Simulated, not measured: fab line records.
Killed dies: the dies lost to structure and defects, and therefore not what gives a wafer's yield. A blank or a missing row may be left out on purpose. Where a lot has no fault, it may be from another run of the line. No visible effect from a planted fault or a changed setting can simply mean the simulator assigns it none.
One fault seen from 2 desks + flow berkeley cmos170 + every desk sees just its own numbers, and what lay behind them comes last

## FOR THE TOOL OWNER'S DESK: pecvd-04
The tool's own readings at UCB170_V1_CVD_00 (deposits SiO2 from TEOS/O2, target thk 2000 nm, time 250 s): means of the sampled wafers that have a number, for each lot that ran on this tool. Any lot whose mean is over 4 standard deviations away from the usual mean is out of limits and marked OUT; that distance is given in the brackets.
Columns: A = heater power w at UCB170_V1_CVD_00, usual 242 W
| lot  | first seen here | A   |
|------|-----------------|-----|
| L493 | day 8 15:17     | 192 |
| L494 | day 9 01:34     | 224 |
| L497 | day 9 01:44     | 237 |
Result from this desk: across the 3 lots, nothing is out of limits.

## FROM THE METROLOGY DESK
Lot by lot, what the gauges showed, no matter which tool ran the lot: averages of those sampled wafers that carry a number. Any lot whose mean is over 4 standard deviations away from the usual mean is out of limits and marked OUT; that distance is given in the brackets.
Columns: A = cd nm at UCB170_M1_CD_MEAS_09, usual 699.9 nm; B = M1_OVL at UCB170_M1_OVL_MEAS_10, usual 0 nm; C = cd nm at UCB170_M1_CD_MEAS_90, usual 699 nm; D = V1_TEOS_THK at UCB170_V1_THK_MEAS_01, usual 2000 nm
| lot  | first seen here | A     | B   | C   | D    |
|------|-----------------|-------|-----|-----|------|
| L487 | day 7 13:38     | 700.1 | -10 | 697 | 2010 |
| L493 | day 8 09:14     | 700.0 | 3   | 701 | 2002 |
| L494 | day 8 20:53     | 699.3 | 2   | 698 | 2013 |
| L495 | day 8 23:17     | 700.0 | 3   | 702 | 2011 |
| L497 | day 8 23:25     | 698.5 | 4   | 699 | 1988 |
| L510 | day 12 00:11    | 698.3 | -2  | 698 | 2011 |
Result from this desk: across the 6 lots, nothing is out of limits.

## ALL TOGETHER
The desk of the tool owner found nothing out of limits.
The metrology desk saw nothing out of limits.

## WHAT THE SIMULATOR PUT IN
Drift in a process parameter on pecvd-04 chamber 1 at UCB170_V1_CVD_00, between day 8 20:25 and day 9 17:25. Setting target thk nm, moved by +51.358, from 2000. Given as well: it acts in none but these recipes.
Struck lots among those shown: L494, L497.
